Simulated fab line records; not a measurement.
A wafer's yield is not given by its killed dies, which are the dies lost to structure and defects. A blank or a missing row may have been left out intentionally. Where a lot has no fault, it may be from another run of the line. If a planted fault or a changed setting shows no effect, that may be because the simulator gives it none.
Struck lot and sound lot, side by side    flow ritCmos    28 out of 202 route steps
Sound: wafers L852.1, L852.3, L852.4. Struck: wafers L839.1, L839.3, L839.4. At the end, the cause is stated.
For every step that has rows: the tool of each side, followed by ch and its chambers, followed by its first start. Under that, the readings that differ: sound wafers    struck wafers    difference of the means    sigmas: that difference in standard deviations of wafers without a fault.
alike: readings with means less than 2 such deviations apart, plus words and numbers identical on both sides. not compared: withheld readings, readings lacking a value on some wafer, bounds such as >300 that could conceal the same value, and numbers that have no deviation in the record and whose values overlap.
A row with sigmas, a row that says differs or no value, or rows on one side alone: a step with any of these is where the two part. Numbers that have no deviation but don't overlap get no sigmas and don't part them. A reading missing from all wafers of one side parts the sides only when that side holds two or more wafers.

RIT_ACTIVE_BOW_MEAS_00:
  sound: filmMetro-04 at day 5 19:00; struck: filmMetro-04 at day 3 02:00
  alike: INCOMING_BOW
RIT_ACTIVE_OXIDATION_01: target thk 46.8 nm, ox time 3360 s.
  sound on furnace-03 ch 0, day 5 19:11; struck on furnace-03 ch 0, day 3 02:40
reading                                       sound              struck             difference  sigmas
oxTimeS (s)                                   3360 3360 3360     1512 1512 1512     -1848       
model.SiO2_of_ACTIVE_OXIDATION_01.thkNm (nm)  46.42 46.11 47.25  30.13 31.09 30.18  -16.13      
  alike: oxTempC
RIT_ACTIVE_THK_MEAS_02:
  sound: filmMetro-02 at day 5 21:08; struck: filmMetro-04 at day 3 04:35
reading                sound           struck          difference  sigmas
ACTIVE_OXIDE_THK (nm)  46.4 46.1 47.3  30.1 31.1 30.1  -16.2       -16
then, 1 step without rows for these wafers: RIT_ACTIVE_CVD_03 (deposits Si3N4 from SiH2Cl2/NH3, target thk 150 nm, time 1500 s).
RIT_ACTIVE_THK_MEAS_04:
  sound: filmMetro-04 at day 5 23:19; struck: filmMetro-03 at day 3 06:04
  alike: ACTIVE_NITRIDE_THK
then, 6 steps without rows for these wafers: RIT_ACTIVE_HMDS_05 (prime time 60 s); RIT_ACTIVE_COAT_06 (resist thk 1000 nm); RIT_ACTIVE_SOFTBAKE_07 (time 60 s); RIT_ACTIVE_EXPOSE_08 (exposes mask M1, target cd 1400 nm); RIT_ACTIVE_PEB_09; RIT_ACTIVE_DEVELOP_10 (develop time 50 s).
RIT_ACTIVE_CD_MEAS_11 targets a cd of 1400 nm.
  sound: cdSem-01 at day 6 00:21; struck: cdSem-01 at day 3 06:59
  alike: cdNm
then, 1 step without rows for these wafers: RIT_ACTIVE_HARDBAKE_12 (time 60 s).
RIT_ACTIVE_ETCH_13: etches Si3N4 in SF6, stops on SiO2, time 210 s, target depth 210 nm.
  sound on rieDiel-03 ch 1,2, day 6 00:37; struck on rieDiel-04 ch 0,1,3, day 3 07:15
  alike: chamberPressureMTorr, drypumpMotorCurrentA, oesProductAu, throttleValvePct
  not compared: rfHoursCounterH
RIT_ACTIVE_STRIP_14: strips in O2, time 180 s.
  sound on plasmaAsher-02 ch 0,1, day 6 00:45; struck on plasmaAsher-02 ch 0,1, day 3 07:23
  alike: chamberPressureMTorr, drypumpMotorCurrentA
  not compared: rfHoursCounterH
RIT_ACTIVE_CD_MEAS_90 targets a cd of 1400 nm.
  sound: cdSem-02 at day 6 00:56; struck: cdSem-02 at day 3 07:34
  alike: cdNm
then, 4 steps without rows for these wafers: RIT_ACTIVE_CLEAN_15 (cleans in SC1, time 600 s); RIT_ACTIVE_CLEAN_16 (cleans in dHF, time 30 s); RIT_ACTIVE_CLEAN_17 (cleans in SC2, time 600 s); RIT_FOX1_OXIDATION_00 (target thk 350.7 nm, ox time 1130 s).
RIT_FOX1_THK_MEAS_01:
  sound: filmMetro-01 at day 6 02:44; struck: filmMetro-04 at day 3 11:06
  alike: FOX1_OXIDE_THK
then, 2 steps without rows for these wafers: RIT_FOX1_WET_ETCH_02 (etches SiO2 in BOE, target depth 350 nm, time 390 s); RIT_FOX2_OXIDATION_00 (target thk 350.7 nm, ox time 1130 s).
RIT_FOX2_THK_MEAS_01:
  sound: filmMetro-04 at day 6 04:13; struck: filmMetro-04 at day 3 13:29
  alike: FOX2_OXIDE_THK
then, 1 step without rows for these wafers: RIT_FOX2_CLEAN_02 (cleans in dHF, time 180 s).
RIT_FOX2_WET_ETCH_03: etches Si3N4 in H3PO4, target depth 195 nm, time 2700 s.
  sound on wetBench-04 ch 3, day 6 04:20; struck on wetBench-01 ch 0, day 3 13:37
reading                                       sound              struck             difference  sigmas
model.SiO2_of_ACTIVE_OXIDATION_01.thkNm (nm)  41.28 41.02 42.02  26.62 27.34 26.32  -14.68      
RIT_FOX2_THK_MEAS_90:
  sound: filmMetro-01 at day 6 05:05; struck: filmMetro-03 at day 3 14:26
  alike: FIELD_OXIDE_LEFT_1_THK
RIT_M1_PROBE_99:
  sound: prober-01 at day 8 01:46; struck: prober-02 at day 5 07:25
reading                            sound              struck             difference  sigmas
model.etest.nldd.widthNm (nm)      3211 3169 3170     3327 3295 3314     +129        
model.etest.pldd.widthNm (nm)      3185 3184 3162     3320 3316 3306     +137        
model.etest.pplusSal.widthNm (nm)  3463 3473 3442     3572 3579 3572     +115        
model.etest.nplusSal.widthNm (nm)  3446 3451 3445     3568 3564 3566     +119        
model.etest.nmos_0p3.rOnOhmUm      2185 2197 2185     2169 2120 2121     -52         
model.etest.nmosNarrow.driveUaUm   226.6 227.2 221.3  269.9 263.5 268.7  +42.3       
model.etest.pmosNarrow.driveUaUm   101.1 101.5 99.59  116.7 116.8 117.3  +16.2       
model.etest.nmos_0p3.driveUaUm     222.7 222.5 221.4  237.1 235.5 237    +14.3       
  alike: killedAtFrontEnd, killedDies, killedOpen, killedShort

## WHERE THEY PART
Only at RIT_ACTIVE_THK_MEAS_02, within this record. Later steps at which nothing parts them and some readings are alike: RIT_ACTIVE_THK_MEAS_04, RIT_ACTIVE_CD_MEAS_11, RIT_ACTIVE_ETCH_13, RIT_ACTIVE_STRIP_14, RIT_ACTIVE_CD_MEAS_90, RIT_FOX1_THK_MEAS_01, RIT_FOX2_THK_MEAS_01, RIT_FOX2_THK_MEAS_90, RIT_M1_PROBE_99.

WHY: whatever the simulator had introduced
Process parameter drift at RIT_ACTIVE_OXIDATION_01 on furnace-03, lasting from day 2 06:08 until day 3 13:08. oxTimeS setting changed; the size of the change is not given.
